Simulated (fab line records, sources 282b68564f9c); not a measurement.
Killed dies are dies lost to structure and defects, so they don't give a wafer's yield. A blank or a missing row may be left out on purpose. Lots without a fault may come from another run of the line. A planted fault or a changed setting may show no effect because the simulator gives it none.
A struck lot beside a sound one | flow rit_cmos | 19 steps out of a route of 202
Sound: wafers L791.2, L791.4, L791.6. Struck: wafers L784.1, L784.5, L784.6. The cause comes at the end.
At each step with rows: each side's tool, then ch and its chambers, then its first start. Under that, the readings that differ: sound wafers | struck wafers | difference of the means | sigmas: that difference in standard deviations of wafers without a fault.
alike: readings whose means differ by less than 2 such deviations, and words and numbers that are the same on both sides. not compared: withheld readings, readings that some wafer has no value for, bounds like >300 that may hide the same value, and numbers for which the record gives no deviation and whose values overlap.
The two part at a step that has a row with sigmas, a row that says differs or no value, or rows on one side only. Numbers that don't overlap but have no deviation are shown without sigmas and don't part them. A reading that every wafer of one side lacks parts them only if that side has two wafers or more.

RIT_SDANNEAL_RS_MEAS_06: measures by four-point-probe.
  sound on film_metro-01, day 6 14:47; struck on film_metro-02, day 5 03:35
  alike: PLDD_RS
RIT_SDANNEAL_RS_MEAS_07: measures by four-point-probe.
  sound on film_metro-01, day 6 14:54; struck on film_metro-02, day 5 03:42
  reading          | sound             | struck            | difference | sigmas
  NLDD_RS (ohm/sq) | 152.1 151.8 152.9 | 150.8 151.7 150.7 | -1.2       | -2
then, 1 step without rows for these wafers: RIT_SILICIDE_WET_ETCH_00 (etches SiO2 in BOE, target depth 14 nm, time 15 s).
RIT_SILICIDE_SPUTTER_01: material Ti, target thk 30 nm, time 240 s.
  sound on pvd_sputter-01, day 6 15:01; struck on pvd_sputter-02, day 5 03:50
  alike: throttle_valve_pct
RIT_SILICIDE_RS_MEAS_02: measures by four-point-probe.
  sound on film_metro-04, day 6 15:11; struck on film_metro-03, day 5 03:59
  alike: SILICIDE_TI_RS
RIT_SILICIDE_THK_MEAS_03: measures by xrf.
  sound on film_metro-04, day 6 15:17; struck on film_metro-03, day 5 04:06
  alike: SILICIDE_TI_THK
RIT_SILICIDE_RTA_04: time 10 s, ramp up 5 s, ramp down 5 s.
  sound on rtp_anneal-02 ch 0, day 6 15:21; struck on rtp_anneal-01 ch 0, day 5 04:10
  alike: wafer_temp_C_max
then, 1 step without rows for these wafers: RIT_SILICIDE_WET_ETCH_05 (etches Ti in SPM, time 120 s).
RIT_SILICIDE_RTA_06: time 10 s, ramp up 5 s, ramp down 10 s.
  sound on rtp_anneal-01 ch 0, day 6 15:28; struck on rtp_anneal-02 ch 0, day 5 04:16
  alike: wafer_temp_C_max
RIT_CONTACT_CVD_00: deposits SiO2 from TEOS, target thk 400 nm, time 61 s.
  sound on pecvd-01 ch 0,1, day 6 15:31; struck on pecvd-02 ch 0,1,2, day 5 04:20
  alike: heater_power_w, rf_fwd_power_W
  not compared: since_wet_clean_h
RIT_CONTACT_THK_MEAS_01:
  sound on film_metro-03, day 6 15:35; struck on film_metro-04, day 5 04:23
  alike: CONTACT_TEOS_THK
then, 1 step without rows for these wafers: RIT_CONTACT_HMDS_02 (prime time 60 s).
RIT_CONTACT_COAT_03: resist thk 1000 nm.
  sound on litho_track-01 ch 0, day 6 15:48; struck on litho_track-03, day 5 04:36
  no value came back on the struck wafers for chill_plate_temp_C (C), dispense_pressure_kPa (kPa); on the sound wafers chill_plate_temp_C (C) reads 23.00 23.07 22.96
then, 4 steps without rows for these wafers: RIT_CONTACT_SOFTBAKE_04 (time 60 s); RIT_CONTACT_EXPOSE_05 (exposes mask M11, target cd 1000 nm); RIT_CONTACT_PEB_06; RIT_CONTACT_DEVELOP_07 (develop time 120 s).
RIT_CONTACT_CD_MEAS_08: target cd 1000 nm.
  sound on cd_sem-01, day 6 16:50; struck on cd_sem-02, day 5 05:25
  reading    | sound                | struck | difference                    | sigmas
  cd_nm (nm) | 1001.0 1002.6 1002.5 | - - -  | no value on the struck wafers |
RIT_CONTACT_OVL_MEAS_09:
  sound on overlay-01, day 6 16:56; struck on overlay-02, day 5 05:32
  reading          | sound       | struck | difference                    | sigmas
  CONTACT_OVL (nm) | 2.2 2.0 4.3 | - - -  | no value on the struck wafers |

WHERE THEY PART
First at RIT_SDANNEAL_RS_MEAS_07; last, within this record, at RIT_CONTACT_OVL_MEAS_09.

WHY: what the simulator had put in
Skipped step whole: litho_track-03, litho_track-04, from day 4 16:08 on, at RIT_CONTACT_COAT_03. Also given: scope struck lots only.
